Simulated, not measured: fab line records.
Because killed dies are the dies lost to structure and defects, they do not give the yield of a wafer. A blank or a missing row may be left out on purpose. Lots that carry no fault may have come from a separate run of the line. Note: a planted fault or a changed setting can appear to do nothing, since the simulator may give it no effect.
fab line records + flow rit-cmos
record
- lots=5
- wafers=15
- last-day=7
route steps=202 shown ACTIVE@9 FOX1@20 FOX2@23 NWELL@28
lots that met no fault: taken from a fault-free run of the same line
start-h: hours from the record's opening day to when the first of the lot's shown wafers began + wait-h: how many hours have passed since the lot's step before this one + " the same as in the row above + L1.1+2: a single row standing in for several wafers + - no value present, or no start provided + * or withheld: withheld + < > ~ a bound
route shown NAME@n: NAME is a module with steps in the file, n the number in the route of the first one + usual: the fault-free wafers' mean and standard deviation + same: alike in all rows + chamber/n: place in a boat + sites: readings site by site + _std_site: standard deviation across them + _edge_site: outer sites' mean less inner sites' + radius-mm: how far each site lies from the wafer's centre + mask NAME#n: copy n + behind: the tool/chamber that last shaped the wafer + hold: what put the lot on hold/how long, in hours/how the hold closed + device: whichever transistor did not switch (one of n, p or np) + end of line: the same wafers' tests at the end of the route + a step given without rows: its recipe and nothing more + killed: count of dies lost to structure and defects at first sort (not the wafer's yield) + map: a wafer's dies, x killed, . not, _ none there
set.NAME: the run value of the setting; set.NAME@STEP: its run value at that earlier step + model.NAME: the simulator's own value behind a step, which no gauge read
a table for each step, a row for each wafer; lots at some steps of the route
services: the hour from which a tool's chamber was out of use, counted from the record's first day as start-h (under 0 if before that day), plus the number of hours and why
## steps
# step RIT_ACTIVE_EXPOSE_08
# recipe
- mask-id=M1
- na=0.6
- source-shape=conventional
- sigma-outer=0.6
- target-cd-nm=1400
- dose-mj=225
# usual
- stage-vel-mm-s=500.05/0.24
| lot.wafer | tool             | chamber | start-h | wait-h | mask | stage-vel-mm-s |
|-----------|------------------|---------|---------|--------|------|----------------|
| L076.2    | iline-stepper-02 | 0       | 24.54   | 0.2    | M1#0 | 500.23         |
| L076.5    | "                | 0       | "       | "      | M1#0 | 499.94         |
| L076.6    | "                | 0       | "       | "      | M1#0 | 499.76         |
| L078.2    | iline-stepper-01 | 0       | 40.19   | 0.1    | M1#0 | 499.65         |
| L078.4    | "                | 0       | "       | "      | M1#0 | 500.04         |
| L078.6    | "                | 0       | "       | "      | M1#0 | 500.03         |
| L079.1    | iline-stepper-02 | 0       | 40.43   | 0.4    | M1#0 | 499.74         |
| L079.2    | "                | 0       | "       | "      | M1#0 | 500.26         |
| L079.5    | "                | 0       | "       | "      | M1#0 | 500.21         |
| L086.1    | iline-stepper-02 | 0       | 74.04   | 0.1    | M1#0 | 500.22         |
| L086.4    | "                | 0       | "       | "      | M1#0 | 500.59         |
| L086.6    | "                | 0       | "       | "      | M1#0 | 500.34         |
| L096.1    | iline-stepper-02 | 0       | 124.17  | 0.2    | M1#0 | 500.11         |
| L096.3    | "                | 0       | "       | "      | M1#0 | 500.11         |
| L096.4    | "                | 0       | "       | "      | M1#0 | 500.10         |
# step RIT_ACTIVE_PEB_09
# recipe
- resist=NOVOLAK
- temp-c=withheld
- time-s=withheld
| lot.wafer  | tool           | chamber | start-h | wait-h |
|------------|----------------|---------|---------|--------|
| L076.2+5+6 | litho-track-04 | 0       | 24.66   | 0.1    |
| L078.2+4+6 | litho-track-03 | 0       | 40.31   | 0.1    |
| L079.1+2+5 | litho-track-03 | 0       | 40.57   | 0.1    |
| L086.1+4+6 | litho-track-02 | 0       | 74.16   | 0.1    |
| L096.1+3+4 | litho-track-04 | 0       | 124.28  | 0.1    |
# step RIT_ACTIVE_DEVELOP_10
# recipe
- resist=NOVOLAK
- develop-time-s=50
- dev-temp-c=23
| lot.wafer  | tool           | chamber | start-h | wait-h |
|------------|----------------|---------|---------|--------|
| L076.2+5+6 | litho-track-04 | 0       | -       | -      |
| L078.2+4+6 | litho-track-03 | 0       | -       | -      |
| L079.1+2+5 | litho-track-03 | 0       | -       | -      |
| L086.1+4+6 | litho-track-02 | 0       | -       | -      |
| L096.1+3+4 | litho-track-04 | 0       | -       | -      |
# step RIT_ACTIVE_CD_MEAS_11
# recipe
- target-cd-nm=1400
# usual
- cd-nm=1399.6/2.4
| lot.wafer | tool      | chamber | start-h | wait-h | cd-nm  |
|-----------|-----------|---------|---------|--------|--------|
| L076.2    | cd-sem-02 | -       | 24.94   | -      | 1401.5 |
| L076.5    | "         | -       | "       | "      | 1400.2 |
| L076.6    | "         | -       | "       | "      | 1399.5 |
| L078.2    | cd-sem-01 | -       | 40.59   | -      | 1397.9 |
| L078.4    | "         | -       | "       | "      | 1399.6 |
| L078.6    | "         | -       | "       | "      | 1400.0 |
| L079.1    | cd-sem-01 | -       | 40.85   | -      | 1402.4 |
| L079.2    | "         | -       | "       | "      | 1400.2 |
| L079.5    | "         | -       | "       | "      | 1401.3 |
| L086.1    | cd-sem-02 | -       | 74.44   | -      | 1398.6 |
| L086.4    | "         | -       | "       | "      | 1398.8 |
| L086.6    | "         | -       | "       | "      | 1398.3 |
| L096.1    | cd-sem-01 | -       | 124.56  | -      | 1398.5 |
| L096.3    | "         | -       | "       | "      | 1397.1 |
| L096.4    | "         | -       | "       | "      | 1398.8 |
# step RIT_ACTIVE_HARDBAKE_12
# recipe
- resist=NOVOLAK
- temp-c=140
- time-s=60
| lot.wafer  | tool           | chamber | start-h | wait-h |
|------------|----------------|---------|---------|--------|
| L076.2+5+6 | litho-track-02 | 0       | 25.07   | 0.1    |
| L078.2+4+6 | litho-track-04 | 0       | 40.75   | 0.1    |
| L079.1+2+5 | litho-track-03 | 0       | 40.97   | 0.1    |
| L086.1+4+6 | litho-track-04 | 0       | 74.56   | 0.1    |
| L096.1+3+4 | litho-track-03 | 0       | 124.68  | 0.1    |
# step RIT_ACTIVE_ETCH_13
# recipe
- stop-on=SiO2
- chemistry=SF6
- target=Si3N4
- time-s=210
- over-etch-frac=0.4
- SF6_flow_sccm=200
- pressure-mtorr=260
- rf-w=125
- target-depth-a=2100
# usual
- drypump-motor-current-A=5.60/0.29
- oes-product-au=0.826/0.016
- throttle-valve-pct=7.54/0.15
| lot.wafer | tool        | chamber | start-h | wait-h | drypump-motor-current-A | oes-product-au | rf-hours-counter-h | throttle-valve-pct |
|-----------|-------------|---------|---------|--------|-------------------------|----------------|--------------------|--------------------|
| L076.2    | rie-diel-01 | 3       | 25.19   | 0.1    | 5.46                    | 0.842          | 106                | 7.55               |
| L076.5    | "           | 3       | "       | "      | 5.45                    | 0.822          | -                  | 7.56               |
| L076.6    | "           | 0       | "       | "      | 5.74                    | 0.832          | -                  | 7.72               |
| L078.2    | rie-diel-03 | 1       | 40.88   | 0.1    | 5.28                    | 0.843          | 9                  | 7.31               |
| L078.4    | "           | 2       | "       | "      | 5.61                    | 0.816          | -                  | 7.68               |
| L078.6    | "           | 1       | "       | "      | 5.28                    | 0.842          | -                  | 7.31               |
| L079.1    | rie-diel-01 | 2       | 41.12   | 0.1    | 5.64                    | 0.835          | 24                 | 7.37               |
| L079.2    | "           | 3       | "       | "      | 5.47                    | 0.834          | 106                | 7.53               |
| L079.5    | "           | 3       | "       | "      | 5.45                    | 0.841          | -                  | 7.53               |
| L086.1    | rie-diel-03 | 1       | 74.71   | 0.1    | 5.34                    | 0.846          | 9                  | 7.32               |
| L086.4    | "           | 2       | "       | "      | 5.59                    | 0.810          | -                  | 7.69               |
| L086.6    | "           | 1       | "       | "      | 5.36                    | 0.844          | -                  | 7.31               |
| L096.1    | rie-diel-02 | 0       | 124.83  | 0.1    | 5.68                    | 0.795          | 4                  | 7.38               |
| L096.3    | "           | 2       | "       | "      | 6.05                    | 0.797          | 155                | 7.44               |
| L096.4    | "           | 3       | "       | "      | 6.01                    | 0.800          | 18                 | 7.28               |
# step RIT_ACTIVE_STRIP_14
# recipe
- chemistry=O2
- time-s=180
- resist=NOVOLAK
- platen-temp-c=withheld
- power-w=500
- pressure-mtorr=4000
- o2-flow-sccm=4000
# usual
- drypump-motor-current-A=5.8/0.6
| lot.wafer | tool            | chamber | start-h | wait-h | drypump-motor-current-A | rf-hours-counter-h |
|-----------|-----------------|---------|---------|--------|-------------------------|--------------------|
| L076.2    | plasma-asher-04 | 0       | 25.33   | 0.1    | 6.6                     | 24                 |
| L076.5    | "               | 1       | "       | "      | 5.7                     | -                  |
| L076.6    | "               | 0       | "       | "      | 6.6                     | -                  |
| L078.2    | plasma-asher-01 | 0       | 41.01   | 0.1    | 6.3                     | 39                 |
| L078.4    | "               | 0       | "       | "      | 6.3                     | -                  |
| L078.6    | "               | 1       | "       | "      | 6.3                     | -                  |
| L079.1    | plasma-asher-04 | 0       | 41.26   | 0.1    | 6.6                     | 25                 |
| L079.2    | "               | 1       | "       | "      | 5.7                     | 25                 |
| L079.5    | "               | 0       | "       | "      | 6.6                     | -                  |
| L086.1    | plasma-asher-02 | 0       | 74.84   | 0.1    | 5.3                     | 42                 |
| L086.4    | "               | 0       | "       | "      | 5.3                     | -                  |
| L086.6    | "               | 0       | "       | "      | 5.3                     | -                  |
| L096.1    | plasma-asher-04 | 0       | 124.97  | 0.1    | 6.6                     | 35                 |
| L096.3    | "               | 1       | "       | "      | 5.7                     | -                  |
| L096.4    | "               | 0       | "       | "      | 6.6                     | -                  |
# step RIT_ACTIVE_CD_MEAS_90
# recipe
- target-cd-nm=1400
# usual
- cd-nm=1399.7/2.4
| lot.wafer | tool      | chamber | start-h | wait-h | cd-nm  |
|-----------|-----------|---------|---------|--------|--------|
| L076.2    | cd-sem-02 | -       | 25.52   | 0.1    | 1401.9 |
| L076.5    | "         | -       | "       | "      | 1399.9 |
| L076.6    | "         | -       | "       | "      | 1398.8 |
| L078.2    | cd-sem-01 | -       | 41.21   | 0.1    | 1397.9 |
| L078.4    | "         | -       | "       | "      | 1399.5 |
| L078.6    | "         | -       | "       | "      | 1400.0 |
| L079.1    | cd-sem-02 | -       | 41.43   | 0.1    | 1402.2 |
| L079.2    | "         | -       | "       | "      | 1400.9 |
| L079.5    | "         | -       | "       | "      | 1401.5 |
| L086.1    | cd-sem-01 | -       | 75.02   | 0.1    | 1398.6 |
| L086.4    | "         | -       | "       | "      | 1398.3 |
| L086.6    | "         | -       | "       | "      | 1398.0 |
| L096.1    | cd-sem-02 | -       | 125.14  | 0.1    | 1398.7 |
| L096.3    | "         | -       | "       | "      | 1396.9 |
| L096.4    | "         | -       | "       | "      | 1398.8 |
# step RIT_ACTIVE_CLEAN_15
# recipe
- chemistry=SC1
- mix=3:3:50
- time-s=600
- temp-c=75
# usual
- bath-heat-duty-pct=16.2/1.7
| lot.wafer | tool         | chamber | start-h | wait-h | bath-heat-duty-pct |
|-----------|--------------|---------|---------|--------|--------------------|
| L076.2    | wet-bench-03 | 1       | 25.62   | 0.1    | 14.8               |
| L076.5    | "            | 1       | "       | "      | 13.3               |
| L076.6    | "            | 1       | "       | "      | 12.9               |
| L078.2    | wet-bench-01 | 0       | 41.31   | 0.1    | 16.4               |
| L078.4    | "            | 0       | "       | "      | 15.9               |
| L078.6    | "            | 0       | "       | "      | 14.5               |
| L079.1    | wet-bench-03 | 2       | 41.55   | 0.1    | 14.4               |
| L079.2    | "            | 2       | "       | "      | 15.6               |
| L079.5    | "            | 2       | "       | "      | 16.2               |
| L086.1    | wet-bench-02 | 1       | 75.14   | 0.1    | 16.2               |
| L086.4    | "            | 1       | "       | "      | 18.9               |
| L086.6    | "            | 1       | "       | "      | 16.6               |
| L096.1    | wet-bench-03 | 2       | 125.26  | 0.1    | 15.0               |
| L096.3    | "            | 2       | "       | "      | 15.4               |
| L096.4    | "            | 2       | "       | "      | 13.8               |
# step RIT_ACTIVE_CLEAN_16
# recipe
- chemistry=dHF
- dilution=50:1
- time-s=30
| lot.wafer  | tool         | chamber | start-h | wait-h |
|------------|--------------|---------|---------|--------|
| L076.2+5+6 | wet-bench-01 | 3       | 25.81   | 0.0    |
| L078.2+4+6 | wet-bench-03 | 1       | 41.48   | 0.0    |
| L079.1+2+5 | wet-bench-02 | 0       | 41.73   | 0.0    |
| L086.1+4+6 | wet-bench-03 | 3       | 75.49   | 0.0    |
| L096.1+3+4 | wet-bench-02 | 3       | 125.44  | 0.0    |
# step RIT_ACTIVE_CLEAN_17
# recipe
- chemistry=SC2
- mix=3:3:50
- time-s=600
- temp-c=75
- dry=n2-spin
# usual
- bath-heat-duty-pct=16.4/1.6
| lot.wafer | tool         | chamber | start-h | wait-h | bath-heat-duty-pct |
|-----------|--------------|---------|---------|--------|--------------------|
| L076.2    | wet-bench-02 | 2       | 25.83   | 0.0    | 20.6               |
| L076.5    | "            | 2       | "       | "      | 20.0               |
| L076.6    | "            | 2       | "       | "      | 19.0               |
| L078.2    | wet-bench-01 | 3       | 41.50   | 0.0    | 17.0               |
| L078.4    | "            | 3       | "       | "      | 17.5               |
| L078.6    | "            | 3       | "       | "      | 17.8               |
| L079.1    | wet-bench-01 | 3       | 41.74   | 0.0    | 17.7               |
| L079.2    | "            | 3       | "       | "      | 16.6               |
| L079.5    | "            | 3       | "       | "      | 16.8               |
| L086.1    | wet-bench-01 | 3       | 75.50   | 0.0    | 17.6               |
| L086.4    | "            | 3       | "       | "      | 16.4               |
| L086.6    | "            | 3       | "       | "      | 16.6               |
| L096.1    | wet-bench-01 | 3       | 125.45  | 0.0    | 17.7               |
| L096.3    | "            | 3       | "       | "      | 17.7               |
| L096.4    | "            | 3       | "       | "      | 19.0               |
# step RIT_FOX1_OXIDATION_00
# recipe
- temp-c=1100
- ambient=H2O
- target-thk-a=3507
- p-h2o-torr=720
- ox-time-s=1130
# usual
- spike-tc-load-C=1129/4.2
- spike-tc-source-C=1129.6/1.9
| lot.wafer | tool       | chamber | start-h | wait-h | spike-tc-load-C | spike-tc-source-C |
|-----------|------------|---------|---------|--------|-----------------|-------------------|
| L076.2    | furnace-01 | 0       | 28.35   | 2.3    | 1133            | 1130.6            |
| L076.5    | "          | 0       | "       | "      | 1133            | 1129.3            |
| L076.6    | "          | 0       | "       | "      | 1133            | 1125.6            |
| L078.2    | furnace-02 | 0       | 42.61   | 0.9    | 1132            | 1125.2            |
| L078.4    | "          | 0       | "       | "      | 1132            | 1126.0            |
| L078.6    | "          | 0       | "       | "      | 1131            | 1127.0            |
| L079.1    | furnace-02 | 0       | 42.61   | 0.7    | 1131            | 1125.8            |
| L079.2    | "          | 0       | "       | "      | 1132            | 1126.5            |
| L079.5    | "          | 0       | "       | "      | 1132            | 1127.5            |
| L086.1    | furnace-04 | 0       | 76.96   | 1.3    | 1124            | 1129.9            |
| L086.4    | "          | 0       | "       | "      | 1123            | 1128.3            |
| L086.6    | "          | 0       | "       | "      | 1125            | 1131.6            |
| L096.1    | furnace-01 | 0       | 126.62  | 1.0    | 1132            | 1128.4            |
| L096.3    | "          | 0       | "       | "      | 1133            | 1131.7            |
| L096.4    | "          | 0       | "       | "      | 1133            | 1129.7            |
# step RIT_FOX1_THK_MEAS_01
# recipe
- reads=SiO2_of_FOX1_OXIDATION_00
# usual
- FOX1_OXIDE_THK=348/6.1
| lot.wafer | tool          | chamber | start-h | wait-h | FOX1_OXIDE_THK[nm] |
|-----------|---------------|---------|---------|--------|--------------------|
| L076.2    | film-metro-03 | -       | 29.67   | 0.0    | 352                |
| L076.5    | "             | -       | "       | "      | 344                |
| L076.6    | "             | -       | "       | "      | 341                |
| L079.1    | film-metro-01 | -       | 43.93   | 0.0    | 336                |
| L079.2    | "             | -       | "       | "      | 337                |
| L079.5    | "             | -       | "       | "      | 343                |
| L078.2    | film-metro-04 | -       | 43.94   | 0.0    | 345                |
| L078.4    | "             | -       | "       | "      | 344                |
| L078.6    | "             | -       | "       | "      | 342                |
| L086.1    | film-metro-03 | -       | 78.28   | 0.0    | 348                |
| L086.4    | "             | -       | "       | "      | 339                |
| L086.6    | "             | -       | "       | "      | 338                |
| L096.1    | film-metro-04 | -       | 127.94  | 0.0    | 349                |
| L096.3    | "             | -       | "       | "      | 357                |
| L096.4    | "             | -       | "       | "      | 353                |
# step RIT_FOX1_WET_ETCH_02
# recipe
- chemistry=BOE
- target-depth-nm=350
- time-s=390
- temp-c=21.5
- dry=n2-spin
- dilution=10:1
- target=SiO2
# usual
- bath-heat-duty-pct=1.9/0.35
| lot.wafer | tool         | chamber | start-h | wait-h | bath-heat-duty-pct |
|-----------|--------------|---------|---------|--------|--------------------|
| L076.2    | wet-bench-04 | 0       | 29.72   | 0.0    | 0.9                |
| L076.5    | "            | 0       | "       | "      | 1.0                |
| L076.6    | "            | 0       | "       | "      | 1.7                |
| L078.2    | wet-bench-04 | 2       | 43.99   | 0.0    | 1.7                |
| L078.4    | "            | 2       | "       | "      | 2.0                |
| L078.6    | "            | 2       | "       | "      | 1.6                |
| L079.1    | wet-bench-04 | 2       | 43.99   | 0.1    | 1.6                |
| L079.2    | "            | 2       | "       | "      | 1.6                |
| L079.5    | "            | 2       | "       | "      | 3.0                |
| L086.1    | wet-bench-01 | 1       | 78.34   | 0.1    | 1.5                |
| L086.4    | "            | 1       | "       | "      | 1.7                |
| L086.6    | "            | 1       | "       | "      | 1.7                |
| L096.1    | wet-bench-02 | 2       | 128.00  | 0.1    | 3.0                |
| L096.3    | "            | 2       | "       | "      | 1.9                |
| L096.4    | "            | 2       | "       | "      | 2.2                |
# step RIT_FOX2_OXIDATION_00
# recipe
- temp-c=1100
- ambient=H2O
- target-thk-a=3507
- p-h2o-torr=720
- ox-time-s=1130
# usual
- spike-tc-load-C=1128/4.4
- spike-tc-source-C=1129.2/1.8
| lot.wafer | tool       | chamber | start-h | wait-h | spike-tc-load-C | spike-tc-source-C |
|-----------|------------|---------|---------|--------|-----------------|-------------------|
| L076.2    | furnace-04 | 0       | 31.46   | 1.6    | 1124            | 1130.6            |
| L076.5    | "          | 0       | "       | "      | 1125            | 1132.4            |
| L076.6    | "          | 0       | "       | "      | 1123            | 1130.5            |
| L078.2    | furnace-01 | 0       | 44.88   | 0.8    | 1134            | 1128.9            |
| L078.4    | "          | 0       | "       | "      | 1132            | 1129.4            |
| L078.6    | "          | 0       | "       | "      | 1132            | 1131.2            |
| L079.1    | furnace-01 | 0       | 44.88   | 0.8    | 1133            | 1129.2            |
| L079.2    | "          | 0       | "       | "      | 1133            | 1130.3            |
| L079.5    | "          | 0       | "       | "      | 1134            | 1129.8            |
| L086.1    | furnace-01 | 0       | 78.46   | 0.0    | 1135            | 1129.5            |
| L086.4    | "          | 0       | "       | "      | 1134            | 1129.4            |
| L086.6    | "          | 0       | "       | "      | 1134            | 1129.5            |
| L096.1    | furnace-03 | 0       | 128.11  | 0.0    | 1124            | 1127.4            |
| L096.3    | "          | 0       | "       | "      | 1126            | 1128.4            |
| L096.4    | "          | 0       | "       | "      | 1124            | 1127.6            |
# step RIT_FOX2_THK_MEAS_01
# recipe
- reads=SiO2_of_FOX2_OXIDATION_00
# usual
- FOX2_OXIDE_THK=349/5.8
| lot.wafer | tool          | chamber | start-h | wait-h | FOX2_OXIDE_THK[nm] |
|-----------|---------------|---------|---------|--------|--------------------|
| L076.2    | film-metro-02 | -       | 32.78   | 0.0    | 349                |
| L076.5    | "             | -       | "       | "      | 344                |
| L076.6    | "             | -       | "       | "      | 342                |
| L079.1    | film-metro-01 | -       | 46.19   | 0.0    | 343                |
| L079.2    | "             | -       | "       | "      | 346                |
| L079.5    | "             | -       | "       | "      | 349                |
| L078.2    | film-metro-04 | -       | 46.20   | 0.0    | 363                |
| L078.4    | "             | -       | "       | "      | 356                |
| L078.6    | "             | -       | "       | "      | 356                |
| L086.1    | film-metro-02 | -       | 79.77   | 0.0    | 352                |
| L086.4    | "             | -       | "       | "      | 354                |
| L086.6    | "             | -       | "       | "      | 349                |
| L096.1    | film-metro-01 | -       | 129.43  | 0.0    | 361                |
| L096.3    | "             | -       | "       | "      | 354                |
| L096.4    | "             | -       | "       | "      | 358                |
# step RIT_FOX2_CLEAN_02
# recipe
- chemistry=dHF
- dilution=50:1
- time-s=180
| lot.wafer  | tool         | chamber | start-h | wait-h |
|------------|--------------|---------|---------|--------|
| L076.2+5+6 | wet-bench-04 | 0       | 32.83   | 0.0    |
| L078.2+4+6 | wet-bench-04 | 3       | 46.25   | 0.0    |
| L079.1+2+5 | wet-bench-04 | 3       | 46.25   | 0.1    |
| L086.1+4+6 | wet-bench-04 | 2       | 79.83   | 0.1    |
| L096.1+3+4 | wet-bench-04 | 1       | 129.49  | 0.1    |
# step RIT_FOX2_WET_ETCH_03
# recipe
- chemistry=H3PO4
- target=Si3N4
- target-depth-nm=195
- temp-c=165
- time-s=2700
# usual
- bath-heat-duty-pct=29/3.2
| lot.wafer | tool         | chamber | start-h | wait-h | bath-heat-duty-pct |
|-----------|--------------|---------|---------|--------|--------------------|
| L076.2    | wet-bench-02 | 0       | 32.89   | 0.0    | 26                 |
| L076.5    | "            | 0       | "       | "      | 26                 |
| L076.6    | "            | 0       | "       | "      | 28                 |
| L078.2    | wet-bench-03 | 1       | 46.31   | 0.0    | 25                 |
| L078.4    | "            | 1       | "       | "      | 24                 |
| L078.6    | "            | 1       | "       | "      | 23                 |
| L079.1    | wet-bench-03 | 2       | 46.31   | 0.0    | 28                 |
| L079.2    | "            | 2       | "       | "      | 29                 |
| L079.5    | "            | 2       | "       | "      | 27                 |
| L086.1    | wet-bench-02 | 1       | 79.89   | 0.0    | 29                 |
| L086.4    | "            | 1       | "       | "      | 32                 |
| L086.6    | "            | 1       | "       | "      | 31                 |
| L096.1    | wet-bench-03 | 3       | 129.55  | 0.0    | 28                 |
| L096.3    | "            | 3       | "       | "      | 28                 |
| L096.4    | "            | 3       | "       | "      | 28                 |
# step RIT_FOX2_THK_MEAS_90
# recipe
- reads=SiO2_of_FOX2_OXIDATION_00
# usual
- FIELD_OXIDE_LEFT_1_THK=322/5.9
| lot.wafer | tool          | chamber | start-h | wait-h | FIELD_OXIDE_LEFT_1_THK[nm] |
|-----------|---------------|---------|---------|--------|----------------------------|
| L076.2    | film-metro-04 | -       | 33.66   | 0.0    | 321                        |
| L076.5    | "             | -       | "       | "      | 317                        |
| L076.6    | "             | -       | "       | "      | 315                        |
| L079.1    | film-metro-04 | -       | 47.07   | 0.0    | 316                        |
| L079.2    | "             | -       | "       | "      | 319                        |
| L079.5    | "             | -       | "       | "      | 322                        |
| L078.2    | film-metro-02 | -       | 47.08   | 0.0    | 335                        |
| L078.4    | "             | -       | "       | "      | 329                        |
| L078.6    | "             | -       | "       | "      | 329                        |
| L086.1    | film-metro-04 | -       | 80.65   | 0.0    | 324                        |
| L086.4    | "             | -       | "       | "      | 327                        |
| L086.6    | "             | -       | "       | "      | 321                        |
| L096.1    | film-metro-04 | -       | 130.37  | 0.0    | 334                        |
| L096.3    | "             | -       | "       | "      | 327                        |
| L096.4    | "             | -       | "       | "      | 330                        |
# step RIT_NWELL_HMDS_00
# recipe
- prime-time-s=60
- prime-temp-c=140
| lot.wafer  | tool           | chamber | start-h | wait-h |
|------------|----------------|---------|---------|--------|
| L076.2+5+6 | litho-track-02 | 0       | 33.74   | 0.1    |
| L079.1+2+5 | litho-track-01 | 0       | 47.13   | 0.1    |
| L078.2+4+6 | litho-track-02 | 0       | 47.15   | 0.1    |
| L086.1+4+6 | litho-track-02 | 0       | 80.71   | 0.1    |
| L096.1+3+4 | litho-track-01 | 0       | 130.43  | 0.1    |
# step RIT_NWELL_COAT_01
# recipe
- resist=NOVOLAK
- spin-rpm=2000
- resist-thk-nm=1300
| lot.wafer  | tool           | chamber | start-h | wait-h |
|------------|----------------|---------|---------|--------|
| L076.2+5+6 | litho-track-02 | 0       | 33.89   | 0.1    |
| L079.1+2+5 | litho-track-01 | 0       | 47.28   | 0.1    |
| L078.2+4+6 | litho-track-02 | 0       | 47.30   | 0.1    |
| L086.1+4+6 | litho-track-02 | 0       | 80.86   | 0.1    |
| L096.1+3+4 | litho-track-01 | 0       | 130.58  | 0.1    |
# step RIT_NWELL_SOFTBAKE_02
# recipe
- resist=NOVOLAK
- temp-c=90
- time-s=60
| lot.wafer  | tool           | chamber | start-h | wait-h |
|------------|----------------|---------|---------|--------|
| L076.2+5+6 | litho-track-02 | 0       | 34.04   | 0.1    |
| L079.1+2+5 | litho-track-01 | 0       | 47.43   | 0.1    |
| L078.2+4+6 | litho-track-02 | 0       | 47.45   | 0.1    |
| L086.1+4+6 | litho-track-02 | 0       | 81.01   | 0.1    |
| L096.1+3+4 | litho-track-01 | 0       | 130.73  | 0.1    |
# step RIT_NWELL_EXPOSE_03
# recipe
- mask-id=M2
- na=0.57
- target-cd-nm=43900
- dose-mj=250
# usual
- stage-vel-mm-s=500.03/0.27
| lot.wafer | tool             | chamber | start-h | wait-h | mask | stage-vel-mm-s |
|-----------|------------------|---------|---------|--------|------|----------------|
| L076.2    | iline-stepper-01 | 0       | 34.18   | 0.1    | M2#0 | 499.56         |
| L076.5    | "                | 0       | "       | "      | M2#0 | 499.66         |
| L076.6    | "                | 0       | "       | "      | M2#0 | 499.82         |
| L078.2    | iline-stepper-01 | 0       | 47.72   | 0.2    | M2#0 | 500.05         |
| L078.4    | "                | 0       | "       | "      | M2#0 | 500.01         |
| L078.6    | "                | 0       | "       | "      | M2#0 | 499.87         |
| L079.1    | iline-stepper-02 | 0       | 47.95   | 0.5    | M2#0 | 500.47         |
| L079.2    | "                | 0       | "       | "      | M2#0 | 500.41         |
| L079.5    | "                | 0       | "       | "      | M2#0 | 499.88         |
| L086.1    | iline-stepper-02 | 0       | 81.16   | 0.1    | M2#0 | 500.34         |
| L086.4    | "                | 0       | "       | "      | M2#0 | 499.92         |
| L086.6    | "                | 0       | "       | "      | M2#0 | 500.01         |
| L096.1    | iline-stepper-01 | 0       | 130.88  | 0.1    | M2#0 | 500.39         |
| L096.3    | "                | 0       | "       | "      | M2#0 | 500.19         |
| L096.4    | "                | 0       | "       | "      | M2#0 | 500.23         |
## services
| tool             | chamber | start-h | hours | kind   |
|------------------|---------|---------|-------|--------|
| iline-stepper-02 | -       | 17.66   | 1.7   | pm     |
| furnace-03       | -       | 18.15   | 3.1   | pm     |
| furnace-04       | -       | 18.27   | 11.7  | repair |
| wet-bench-02     | -       | 23.84   | 0.6   | repair |
| furnace-02       | -       | 25.12   | 3.0   | pm     |
| furnace-01       | -       | 32.21   | 3.5   | pm     |
| furnace-01       | -       | 35.69   | 2.8   | pm     |
| rie-diel-03      | 0       | 36.34   | 12.2  | repair |
| furnace-02       | -       | 39.51   | 3.1   | pm     |
| furnace-04       | -       | 43.49   | 3.2   | pm     |
| furnace-04       | -       | 46.68   | 3.0   | pm     |
| rie-diel-01      | 3       | 48.77   | 5.7   | repair |
| rie-diel-01      | 3       | 54.52   | 7.7   | repair |
| iline-stepper-02 | -       | 63.82   | 2.4   | repair |
| rie-diel-02      | -       | 69.61   | 0.8   | repair |
| iline-stepper-01 | -       | 69.80   | 1.7   | pm     |
| rie-diel-01      | 2       | 71.12   | 4.4   | repair |
| rie-diel-01      | 0       | 74.13   | 4.8   | repair |
| rie-diel-03      | -       | 82.63   | 1.3   | repair |
| rie-diel-03      | -       | 92.45   | 0.4   | repair |
| iline-stepper-02 | -       | 106.40  | 6.0   | repair |
| plasma-asher-01  | -       | 108.75  | 9.0   | pm     |
| rie-diel-03      | 0       | 126.46  | 5.0   | repair |
| rie-diel-03      | 2       | 130.14  | 9.4   | repair |
## key
fault none
